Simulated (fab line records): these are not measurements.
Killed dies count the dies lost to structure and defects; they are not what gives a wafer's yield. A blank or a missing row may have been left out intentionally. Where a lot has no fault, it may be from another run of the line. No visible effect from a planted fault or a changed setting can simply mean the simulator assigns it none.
Split-lot trial / flow rit_cmos / 5 lots, 23 wafers read, on a route of 202 steps

SPLIT DETAILS
At RIT_PSD_IMPLANT_08, the setting energy_kev was moved away from the recipe's 27 on 9 of the 23 wafers read, by -4.7% to +4.2%. The other wafers ran this setting at the recipe's value.

FROM THE SPLIT TO THE READING: what the file shows between them, 3 steps
- RIT_PSD_STRIP_09: strips in O2, time 180 s
- RIT_SDANNEAL_CLEAN_02: cleans in SC2, time 600 s
- RIT_SDANNEAL_RTA_03: time 5 s

THE READING
PSD_RS, in ohm/sq, at RIT_SDANNEAL_RS_MEAS_04 (measures by four-point-probe). On this fab line, fault-free wafers typically give 115.90 ohm/sq with a standard deviation of 0.26 ohm/sq.

wafer=L074.2; tool, chamber at the split=implanter-03, 0; energy_kev as run=27; against the recipe=recipe; PSD_RS, ohm/sq=115.92; against lot-mates on the recipe=-
wafer=L074.5; tool, chamber at the split=implanter-03, 0; energy_kev as run=27; against the recipe=recipe; PSD_RS, ohm/sq=116.02; against lot-mates on the recipe=-
wafer=L074.6; tool, chamber at the split=implanter-03, 0; energy_kev as run=27; against the recipe=recipe; PSD_RS, ohm/sq=115.87; against lot-mates on the recipe=-
wafer=L077.1; tool, chamber at the split=implanter-04, 0; energy_kev as run=27; against the recipe=recipe; PSD_RS, ohm/sq=115.73; against lot-mates on the recipe=-
wafer=L077.2; tool, chamber at the split=implanter-04, 0; energy_kev as run=27; against the recipe=recipe; PSD_RS, ohm/sq=115.83; against lot-mates on the recipe=-
wafer=L077.3; tool, chamber at the split=implanter-04, 0; energy_kev as run=27.8; against the recipe=+3.0%; PSD_RS, ohm/sq=114.13; against lot-mates on the recipe=-1.65
wafer=L077.4; tool, chamber at the split=implanter-04, 0; energy_kev as run=27.8; against the recipe=+3.0%; PSD_RS, ohm/sq=114.12; against lot-mates on the recipe=-1.66
wafer=L077.5; tool, chamber at the split=implanter-04, 0; energy_kev as run=27.8; against the recipe=+3.0%; PSD_RS, ohm/sq=114.38; against lot-mates on the recipe=-1.40
wafer=L078.1; tool, chamber at the split=implanter-04, 0; energy_kev as run=27.83; against the recipe=+3.1%; PSD_RS, ohm/sq=114.16; against lot-mates on the recipe=-2.01
wafer=L078.2; tool, chamber at the split=implanter-04, 0; energy_kev as run=27.83; against the recipe=+3.1%; PSD_RS, ohm/sq=114.32; against lot-mates on the recipe=-1.85
wafer=L078.3; tool, chamber at the split=implanter-04, 0; energy_kev as run=27; against the recipe=recipe; PSD_RS, ohm/sq=116.02; against lot-mates on the recipe=-
wafer=L078.4; tool, chamber at the split=implanter-04, 0; energy_kev as run=27; against the recipe=recipe; PSD_RS, ohm/sq=116.43; against lot-mates on the recipe=-
wafer=L078.6; tool, chamber at the split=implanter-04, 0; energy_kev as run=27; against the recipe=recipe; PSD_RS, ohm/sq=116.07; against lot-mates on the recipe=-
wafer=L081.1; tool, chamber at the split=implanter-04, 0; energy_kev as run=27; against the recipe=recipe; PSD_RS, ohm/sq=115.49; against lot-mates on the recipe=-
wafer=L081.2; tool, chamber at the split=implanter-04, 0; energy_kev as run=28.14; against the recipe=+4.2%; PSD_RS, ohm/sq=113.18; against lot-mates on the recipe=-2.31
wafer=L081.3; tool, chamber at the split=implanter-04, 0; energy_kev as run=28.14; against the recipe=+4.2%; PSD_RS, ohm/sq=113.07; against lot-mates on the recipe=-2.42
wafer=L081.4; tool, chamber at the split=implanter-04, 0; energy_kev as run=27; against the recipe=recipe; PSD_RS, ohm/sq=115.66; against lot-mates on the recipe=-
wafer=L081.5; tool, chamber at the split=implanter-04, 0; energy_kev as run=27; against the recipe=recipe; PSD_RS, ohm/sq=115.31; against lot-mates on the recipe=-
wafer=L084.2; tool, chamber at the split=implanter-01, 0; energy_kev as run=25.73; against the recipe=-4.7%; PSD_RS, ohm/sq=118.46; against lot-mates on the recipe=+2.56
wafer=L084.3; tool, chamber at the split=implanter-01, 0; energy_kev as run=25.73; against the recipe=-4.7%; PSD_RS, ohm/sq=118.80; against lot-mates on the recipe=+2.90
wafer=L084.4; tool, chamber at the split=implanter-01, 0; energy_kev as run=27; against the recipe=recipe; PSD_RS, ohm/sq=115.90; against lot-mates on the recipe=-
wafer=L084.5; tool, chamber at the split=implanter-01, 0; energy_kev as run=27; against the recipe=recipe; PSD_RS, ohm/sq=115.78; against lot-mates on the recipe=-
wafer=L084.6; tool, chamber at the split=implanter-01, 0; energy_kev as run=27; against the recipe=recipe; PSD_RS, ohm/sq=116.01; against lot-mates on the recipe=-

THE FIT
A straight line over all 23 wafers: PSD_RS changes by -0.591 ohm/sq for each +1% of energy_kev; r = -0.98; the points scatter about the line by 0.25 ohm/sq.
The same after taking each lot's own level away (the mean of its wafers on the recipe; 23 wafers): -0.572 ohm/sq for each +1%; r = -0.99; scatter 0.14 ohm/sq.
The reading moves by 2.7 ohm/sq for the largest change in energy_kev, on that fit.
The span of the lots' own levels, 115.487 to 116.173 ohm/sq, comes to 2.6 times the standard deviation stated above.
The two slopes agree, so the slope changes little with the lot-to-lot level.
Check: with one of the wafers moved furthest among these (-4.7%) left out of the fit, the line predicts +2.76 ohm/sq for it against its lot-mates. Against them it came out at +2.56 ohm/sq.

THE WHOLE CHAIN: every reading that the file lists as answering this split, in the file's order
step=RIT_PSD_IMPLANT_08; what it does=; reading=implant.rp_nm (the simulator's own value, which no gauge read); change (the file's fit)=+0.177 nm for each +1% of the setting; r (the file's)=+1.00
step=RIT_PSD_IMPLANT_08; what it does=; reading=implant.drp_nm (the simulator's own value, which no gauge read); change (the file's fit)=+0.0848 nm for each +1% of the setting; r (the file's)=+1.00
step=RIT_SDANNEAL_RS_MEAS_04; what it does=measures by four-point-probe; reading=PSD_RS; change (the file's fit)=-0.575 for each +1% of the setting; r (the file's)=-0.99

THE FILE'S OWN FIT
PSD_RS changes by -0.575 ohm/sq for each +1% of energy_kev, r = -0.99.
